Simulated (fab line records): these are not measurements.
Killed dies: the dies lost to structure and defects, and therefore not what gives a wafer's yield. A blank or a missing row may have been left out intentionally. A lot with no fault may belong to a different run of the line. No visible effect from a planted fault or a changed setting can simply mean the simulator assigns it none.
Which tool is to blame? | flow ritCmos | 7 lots with 21 wafers sampled at 2 steps, on a route of 202 steps

== WHAT THE GAUGES READ, wafer by wafer ==
RIT_PLDD_TW_MEAS_10.
lot  | measured    | on           | PLDD_TW
L775 | day 3 01:11 | filmMetro-04 | 2381 2372 2377
L777 | day 3 10:37 | filmMetro-04 | 2375 2381 2381
L779 | day 3 21:04 | filmMetro-04 | 2392 2379 2364
L781 | day 4 07:11 | filmMetro-03 | 2384 2375 2383
L790 | day 6 04:41 | filmMetro-03 | 30 30 30
L792 | day 6 13:07 | filmMetro-01 | 2346 2345 2344
L794 | day 7 03:59 | filmMetro-01 | 2339 2355 2347

== EACH LOT AND THE TOOL THAT RAN IT (in order: tool; ch and the chambers of the sampled wafers; start) ==
lot  | RIT_PLDD_DEVELOP_05
L775 | lithoTrack-02 ch 0, day 3 00:00
L777 | lithoTrack-04 ch 0, day 3 09:00
L779 | lithoTrack-02 ch 0, day 3 20:00
L781 | lithoTrack-03 ch 0, day 4 06:00
L790 | lithoTrack-02 ch 0, day 6 04:00
L792 | lithoTrack-03 ch 0, day 6 12:00
L794 | lithoTrack-03 ch 0, day 7 03:00
- RIT_PLDD_DEVELOP_05: develop time 50 s.

== THE ANSWER, worked out from the rows above alone ==
Rule: what is usual is taken from the lots themselves. Put in order of their means at a reading, lots are off if they are a third of the lots or fewer, leave a main group of 4 or more, and stand apart from it by a gap of 3 or more times the standard deviation of the main group's means; of several such gaps the widest counts. If all means in a main group match to the digits the tables above print for the reading, that group is not used. A lot without any number at a reading at which 4 lots or more have one is off too. Any other lot the step has rows for is counted as sound.
Off: L790, seen at RIT_PLDD_TW_MEAS_10 (PLDD_TW). The main group has a mean of 2368 with a standard deviation of 15.
If a tool, at a process step before that reading, ran all the lots that are off and no sound lot after the first of them, it fits. The gauges at RIT_PLDD_TW_MEAS_10 are tried like those tools. Can't be told from this: 2 tools fit, lithoTrack-02 at RIT_PLDD_DEVELOP_05, filmMetro-03 at RIT_PLDD_TW_MEAS_10.

== WHAT THE SIMULATOR HAD PUT IN ==
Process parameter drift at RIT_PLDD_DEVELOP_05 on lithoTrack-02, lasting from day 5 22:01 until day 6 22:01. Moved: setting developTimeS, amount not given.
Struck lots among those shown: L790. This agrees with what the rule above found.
